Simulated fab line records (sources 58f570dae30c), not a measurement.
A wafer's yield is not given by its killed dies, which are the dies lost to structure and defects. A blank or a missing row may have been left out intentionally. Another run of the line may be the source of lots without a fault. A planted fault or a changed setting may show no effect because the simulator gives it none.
Problem report, 8D (eight disciplines) form, completed by code | flow berkeleyCmos170 | the parts of the form that need people (team, actions taken, sign-off) are left out

== 1. PROBLEM STATEMENT ==
At UCB170_M1_CD_MEAS_90, cdNm averages 679 nm over 9 wafers from 3 lots, while fault-free wafers read 700 nm, standard deviation 3. That is -7.0 standard deviations from the usual mean.
The step: target cd 700 nm.
The first sign was on wafer L329.3 at day 10 06:37, on cdSem-02. Wafers with a number at this step in the record: 42, from 14 lots. Rule for "out" (also "out of limits"): further than 4 standard deviations from the usual mean. The rest of the wafers with a number are treated as sound.

== 2. WHAT IT IS, AND WHAT IT ISN'T ==
question                    | is                     | is not
which readings at this step | cdNm                   | -
which lots                  | L329, L330, L338       | L323, L324, L325, L326, L328, L331, L332, L333, L337, L341, L346
which wafers of those lots  | all that have a number | -
read on which gauges        | cdSem-02               | cdSem-01
when                        | from day 10 06:37      | up to then (24 sound wafers); but 9 sound wafers of L337, L341, L346 came after

== 3. WHAT RULES OUT EACH SUSPECT ==
Counting: a tool at a process step up to the reading stays a suspect if it ran every lot that is out and no sound lot after the first of them.
- ruled out: the gauge at UCB170_M1_CD_MEAS_90. All the wafers that are out were read on cdSem-02, but those of them that UCB170_M1_STRIP_13 has rows for are out there too, on other tools.
- rieMetal-01 at UCB170_M1_METAL_ETCH_12 (etches Al in Cl2/BCl3, stops on PSG, target depth 780 nm, time 130 s): kept. It ran every lot that is out, first L329 (day 10 06:23), and no sound lot after that; its last sound lot up to then is L331 (day 10 04:08).
Left after counting: rieMetal-01 at UCB170_M1_METAL_ETCH_12.

== 4. THE CAUSE (what the simulator had put in) ==
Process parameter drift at UCB170_M1_METAL_ETCH_12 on rieMetal-01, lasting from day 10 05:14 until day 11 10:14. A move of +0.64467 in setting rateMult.
This tool alone remained once counting was done.

== 5. THE CHAIN OF EFFECTS, in route order ==
Each row: a reading where the mean over the struck wafers with a number is more than 3 standard deviations away from the usual. Only readings for which the record gives a usual standard deviation are gone through. hours: the time from each lot's start at the first step in this table that gives one to its start at this step, as a median over the lots. sigmas: the change in usual standard deviations.
hours | step                 | reading      | usual      | on struck wafers | change | sigmas
0     | UCB170_M1_STRIP_13   | oesProductAu | 0.720 a.u. | 0.447            | -0.273 | -56
0     | UCB170_M1_CD_MEAS_90 | cdNm         | 700 nm     | 679              | -21    | -7.0
It contains these process steps:
- UCB170_M1_STRIP_13: strips in O2.

== 6. WHAT WOULD HAVE CAUGHT IT SOONER ==
In this record the first reading out of limits at a measuring or inspecting step was taken at day 10 06:37, 1 hour after the fault began at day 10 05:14.
No tool reading at UCB170_M1_METAL_ETCH_12 that has a usual standard deviation in the record was out on any struck wafer, so an alarm limit of 4 standard deviations on those readings would not have fired.
Among the 3 lots that are out, L330, L338 began UCB170_M1_METAL_ETCH_12 on rieMetal-01 after day 10 06:37. A hold on the tool at that time would have spared those 2.
